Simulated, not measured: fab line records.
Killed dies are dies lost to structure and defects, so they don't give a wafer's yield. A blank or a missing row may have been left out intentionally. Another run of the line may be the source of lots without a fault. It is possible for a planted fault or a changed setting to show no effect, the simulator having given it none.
Check for tools in common / flow berkeley cmos170 / Sampled: 14 lots, 42 wafers

WHY THIS WAS OPENED
At UCB170_M2_CD_MEAS_15 the reading cd nm is flagged on 2 of 14 lots. Fault-free wafers read 699.8 nm, with a standard deviation of 1.2.
Rule: a lot is flagged in two cases, either no wafer of it has a number, or all its wafers with numbers fall more than 4 standard deviations from that mean. The rest of the lots are taken to be sound.

lot=L791; measured=day 8 11:50; on=cd sem-01; cd nm (nm), wafer by wafer=703.0 701.9 701.0; flag=
lot=L788; measured=day 8 12:41; on=cd sem-02; cd nm (nm), wafer by wafer=698.9 701.2 699.9; flag=
lot=L789; measured=day 8 12:57; on=cd sem-02; cd nm (nm), wafer by wafer=699.5 700.0 702.1; flag=
lot=L792; measured=day 8 20:44; on=cd sem-01; cd nm (nm), wafer by wafer=698.2 700.0 700.0; flag=
lot=L793; measured=day 9 06:17; on=cd sem-01; cd nm (nm), wafer by wafer=702.5 702.2 701.8; flag=
lot=L796; measured=day 9 08:04; on=cd sem-01; cd nm (nm), wafer by wafer=700.0 700.5 700.0; flag=
lot=L794; measured=day 9 08:35; on=cd sem-01; cd nm (nm), wafer by wafer=698.6 699.3 699.1; flag=
lot=L799; measured=day 10 07:33; on=cd sem-01; cd nm (nm), wafer by wafer=700.2 701.1 699.9; flag=
lot=L802; measured=day 11 00:51; on=cd sem-01; cd nm (nm), wafer by wafer=671.4 668.9 670.6; flag=FLAGGED
lot=L805; measured=day 11 01:26; on=cd sem-02; cd nm (nm), wafer by wafer=677.1 675.6 676.7; flag=FLAGGED
lot=L807; measured=day 12 06:33; on=cd sem-02; cd nm (nm), wafer by wafer=698.9 699.8 698.1; flag=
lot=L808; measured=day 12 06:35; on=cd sem-01; cd nm (nm), wafer by wafer=699.3 698.2 697.6; flag=
lot=L809; measured=day 12 06:51; on=cd sem-02; cd nm (nm), wafer by wafer=699.7 698.1 698.4; flag=
lot=L811; measured=day 12 15:23; on=cd sem-01; cd nm (nm), wafer by wafer=701.8 699.9 699.9; flag=
The numbers of the flagged lots are 673.4 nm on average: -26.4 nm against the usual, or -22 standard deviations.

LOT BY LOT: THE TOOL USED
The record keeps 1 process step preceding the reading, out of 331 steps on the route. Cell contents, in order: the tool; ch with the chambers the sampled wafers went through; the start.
lot=L791; flag=; UCB170_M2_PEB_13=litho track-02 ch 0, day 8 11:00
lot=L788; flag=; UCB170_M2_PEB_13=litho track-04 ch 0, day 8 12:25
lot=L789; flag=; UCB170_M2_PEB_13=litho track-01 ch 0, day 8 12:41
lot=L792; flag=; UCB170_M2_PEB_13=litho track-02 ch 0, day 8 20:28
lot=L793; flag=; UCB170_M2_PEB_13=litho track-04 ch 0, day 9 06:01
lot=L796; flag=; UCB170_M2_PEB_13=litho track-02 ch 0, day 9 07:48
lot=L794; flag=; UCB170_M2_PEB_13=litho track-04 ch 0, day 9 08:19
lot=L799; flag=; UCB170_M2_PEB_13=litho track-04 ch 0, day 10 07:16
lot=L802; flag=FLAGGED; UCB170_M2_PEB_13=litho track-04 ch 0, day 11 00:35
lot=L805; flag=FLAGGED; UCB170_M2_PEB_13=litho track-04 ch 0, day 11 01:11
lot=L807; flag=; UCB170_M2_PEB_13=litho track-01 ch 0, day 12 06:17
lot=L808; flag=; UCB170_M2_PEB_13=litho track-02 ch 0, day 12 06:19
lot=L809; flag=; UCB170_M2_PEB_13=litho track-01 ch 0, day 12 06:35
lot=L811; flag=; UCB170_M2_PEB_13=litho track-02 ch 0, day 12 15:06
What these steps do:
- UCB170_M2_PEB_13
- UCB170_M2_CD_MEAS_15: target cd 700 nm.

FLAGGED OVER TOTAL, TOOL BY TOOL (the gauges that took the reading come last)
step=UCB170_M2_PEB_13; tool=litho track-01; lots run=3; flagged=0; share of the flagged lots=none; sound lots run after its first flagged lot=-
step=UCB170_M2_PEB_13; tool=litho track-02; lots run=5; flagged=0; share of the flagged lots=none; sound lots run after its first flagged lot=-
step=UCB170_M2_PEB_13; tool=litho track-04; lots run=6; flagged=2; share of the flagged lots=all; sound lots run after its first flagged lot=0
step=UCB170_M2_CD_MEAS_15; tool=cd sem-01; lots run=9; flagged=1; share of the flagged lots=some; sound lots run after its first flagged lot=2 (L808,L811)
step=UCB170_M2_CD_MEAS_15; tool=cd sem-02; lots run=5; flagged=1; share of the flagged lots=some; sound lots run after its first flagged lot=2 (L807,L809)

THE TABLE: WHAT IT ALLOWS
All flagged lots share 1 row of the table, namely litho track-04 at UCB170_M2_PEB_13.
- litho track-04 at UCB170_M2_PEB_13: 2 of its 6 lots flagged. Last sound lot L799 at day 10 07:16, first flagged lot L802 at day 11 00:35; a fault beginning in between fits. Its own readings lie more than 4 standard deviations out on every wafer of the flagged lots: heater power total W, plate temp C.
litho track-04 at UCB170_M2_PEB_13 is the single tool remaining.

WHAT HAD BEEN PUT IN BY THE SIMULATOR
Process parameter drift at UCB170_M2_PEB_13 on litho track-04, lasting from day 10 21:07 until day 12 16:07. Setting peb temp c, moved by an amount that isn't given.
Lots struck among those shown: L802, L805. This agrees with what the rule above found.
